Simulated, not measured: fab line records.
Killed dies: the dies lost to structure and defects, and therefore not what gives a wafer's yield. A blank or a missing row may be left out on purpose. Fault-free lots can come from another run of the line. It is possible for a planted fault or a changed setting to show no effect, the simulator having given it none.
Lot-split experiment || flow rit cmos || 5 lots, 23 wafers read, on a route of 202 steps

== SPLIT DETAILS ==
At RIT_CONTACT_DEVELOP_07 (develop time 120 s), the setting develop time s was moved away from the recipe's 120 s on 5 of the 23 wafers read, by -4.9% to +10.7%. All remaining wafers had this setting at the recipe value.

== FROM THE SPLIT TO THE READING: what the file shows between them, 4 steps ==
- RIT_CONTACT_CD_MEAS_08: target cd 1000 nm
- RIT_CONTACT_HARDBAKE_10: time 60 s
- RIT_CONTACT_ETCH_11: etches SiO2 in CHF3/CF4/Ar, stops on TiSi2, target depth 480 nm, time 320 s
- RIT_CONTACT_STRIP_12: strips in O2, time 180 s

== THE READING ==
Shown in nm: cd nm at RIT_CONTACT_CD_MEAS_90, with target cd 1000 nm. On this fab line, fault-free wafers typically give 1000.1 nm with a standard deviation of 2 nm.

{"wafer": "L074.2", "tool, chamber at the split": "litho track-04, 0", "develop time s as run, s": 120, "against the recipe": "recipe", "cd nm, nm": 999.0, "against lot-mates on the recipe": "-"}
{"wafer": "L074.3", "tool, chamber at the split": "litho track-04, 0", "develop time s as run, s": 120, "against the recipe": "recipe", "cd nm, nm": 1002.6, "against lot-mates on the recipe": "-"}
{"wafer": "L074.4", "tool, chamber at the split": "litho track-04, 0", "develop time s as run, s": 114.1, "against the recipe": "-4.9%", "cd nm, nm": 996.6, "against lot-mates on the recipe": -4.2}
{"wafer": "L074.5", "tool, chamber at the split": "litho track-04, 0", "develop time s as run, s": 114.1, "against the recipe": "-4.9%", "cd nm, nm": 995.4, "against lot-mates on the recipe": -5.4}
{"wafer": "L074.6", "tool, chamber at the split": "litho track-04, 0", "develop time s as run, s": 114.1, "against the recipe": "-4.9%", "cd nm, nm": 997.4, "against lot-mates on the recipe": -3.4}
{"wafer": "L076.1", "tool, chamber at the split": "litho track-04, 0", "develop time s as run, s": 120, "against the recipe": "recipe", "cd nm, nm": 997.1, "against lot-mates on the recipe": "-"}
{"wafer": "L076.2", "tool, chamber at the split": "litho track-04, 0", "develop time s as run, s": 120, "against the recipe": "recipe", "cd nm, nm": 996.6, "against lot-mates on the recipe": "-"}
{"wafer": "L076.3", "tool, chamber at the split": "litho track-04, 0", "develop time s as run, s": 120, "against the recipe": "recipe", "cd nm, nm": 997.4, "against lot-mates on the recipe": "-"}
{"wafer": "L076.4", "tool, chamber at the split": "litho track-04, 0", "develop time s as run, s": 132.8, "against the recipe": "+10.7%", "cd nm, nm": 1006.0, "against lot-mates on the recipe": "+9.0"}
{"wafer": "L076.6", "tool, chamber at the split": "litho track-04, 0", "develop time s as run, s": 132.8, "against the recipe": "+10.7%", "cd nm, nm": 1004.7, "against lot-mates on the recipe": "+7.7"}
{"wafer": "L077.1", "tool, chamber at the split": "litho track-03, 0", "develop time s as run, s": 120, "against the recipe": "recipe", "cd nm, nm": 997.6, "against lot-mates on the recipe": "-"}
{"wafer": "L077.2", "tool, chamber at the split": "litho track-03, 0", "develop time s as run, s": 120, "against the recipe": "recipe", "cd nm, nm": 997.7, "against lot-mates on the recipe": "-"}
{"wafer": "L077.3", "tool, chamber at the split": "litho track-03, 0", "develop time s as run, s": 120, "against the recipe": "recipe", "cd nm, nm": 999.3, "against lot-mates on the recipe": "-"}
{"wafer": "L077.5", "tool, chamber at the split": "litho track-03, 0", "develop time s as run, s": 120, "against the recipe": "recipe", "cd nm, nm": 999.6, "against lot-mates on the recipe": "-"}
{"wafer": "L077.6", "tool, chamber at the split": "litho track-03, 0", "develop time s as run, s": 120, "against the recipe": "recipe", "cd nm, nm": 998.5, "against lot-mates on the recipe": "-"}
{"wafer": "L082.2", "tool, chamber at the split": "litho track-04, 0", "develop time s as run, s": 120, "against the recipe": "recipe", "cd nm, nm": 1001.2, "against lot-mates on the recipe": "-"}
{"wafer": "L082.3", "tool, chamber at the split": "litho track-04, 0", "develop time s as run, s": 120, "against the recipe": "recipe", "cd nm, nm": 1002.7, "against lot-mates on the recipe": "-"}
{"wafer": "L082.4", "tool, chamber at the split": "litho track-04, 0", "develop time s as run, s": 120, "against the recipe": "recipe", "cd nm, nm": 1002.4, "against lot-mates on the recipe": "-"}
{"wafer": "L082.5", "tool, chamber at the split": "litho track-04, 0", "develop time s as run, s": 120, "against the recipe": "recipe", "cd nm, nm": 1000.7, "against lot-mates on the recipe": "-"}
{"wafer": "L082.6", "tool, chamber at the split": "litho track-04, 0", "develop time s as run, s": 120, "against the recipe": "recipe", "cd nm, nm": 1001.5, "against lot-mates on the recipe": "-"}
{"wafer": "L083.1", "tool, chamber at the split": "litho track-02, 0", "develop time s as run, s": 120, "against the recipe": "recipe", "cd nm, nm": 999.0, "against lot-mates on the recipe": "-"}
{"wafer": "L083.3", "tool, chamber at the split": "litho track-02, 0", "develop time s as run, s": 120, "against the recipe": "recipe", "cd nm, nm": 1000.3, "against lot-mates on the recipe": "-"}
{"wafer": "L083.4", "tool, chamber at the split": "litho track-02, 0", "develop time s as run, s": 120, "against the recipe": "recipe", "cd nm, nm": 999.7, "against lot-mates on the recipe": "-"}

THE FIT
A straight line over all 23 wafers: cd nm changes by +0.564 nm for each +1% of develop time s; r = +0.76; the points scatter about the line by 1.8 nm.
The same after taking each lot's own level away (the mean of its wafers on the recipe; 23 wafers): +0.806 nm for each +1%; r = +0.96; scatter 0.9 nm.
According to that fit, moving develop time s by its largest amount changes the reading by 8.6 nm.
Across the lots, their own levels run from 997.03 to 1001.70 nm, a range of 2.3 times the standard deviation given above.
So the lot-to-lot level blurs the effect unless lot-mates are compared.
Check: +8.22 nm against its lot-mates is what the line predicts for one of the wafers moved furthest among these (+10.7%) when that wafer is left out of the fit. Against them it came out at +8.97 nm.

== ADDITIONAL SPLITS CARRIED BY THESE WAFERS ==
Note: prior to the reading, these wafers also went through further splits. Each is held against what the fit with the lots' levels taken away leaves over:
{"other split on the same wafers": "RIT_NSD_COAT_01 spin rpm", "wafers away from the commonest value": 8, "r with cd nm (lot level and that fit taken away)": -0.25}
{"other split on the same wafers": "RIT_NSD_IMPLANT_08 energy kev", "wafers away from the commonest value": 11, "r with cd nm (lot level and that fit taken away)": "+0.01"}
{"other split on the same wafers": "RIT_SILICIDE_SPUTTER_01 power w", "wafers away from the commonest value": 11, "r with cd nm (lot level and that fit taken away)": -0.13}
{"other split on the same wafers": "RIT_CONTACT_CVD_00 time s", "wafers away from the commonest value": 7, "r with cd nm (lot level and that fit taken away)": -0.39}

== THE WHOLE CHAIN: every reading that the file lists as answering this split, in the file's order ==
{"step": "RIT_CONTACT_CD_MEAS_08", "what it does": "target cd 1000 nm", "reading": "cd nm", "change (the file's fit)": "+0.809 nm for each +1% of the setting", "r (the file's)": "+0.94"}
{"step": "RIT_CONTACT_ETCH_11", "what it does": "etches SiO2 in CHF3/CF4/Ar, stops on TiSi2, target depth 480 nm, time 320 s", "reading": "CONTACT.cd nm (the simulator's own value, which no gauge read)", "change (the file's fit)": "+0.786 nm for each +1% of the setting", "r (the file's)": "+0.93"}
{"step": "RIT_CONTACT_CD_MEAS_90", "what it does": "target cd 1000 nm", "reading": "cd nm", "change (the file's fit)": "+0.795 nm for each +1% of the setting", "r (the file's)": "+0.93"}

== THE FILE'S OWN FIT ==
cd nm changes by +0.795 nm for each +1% of develop time s, r = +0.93.
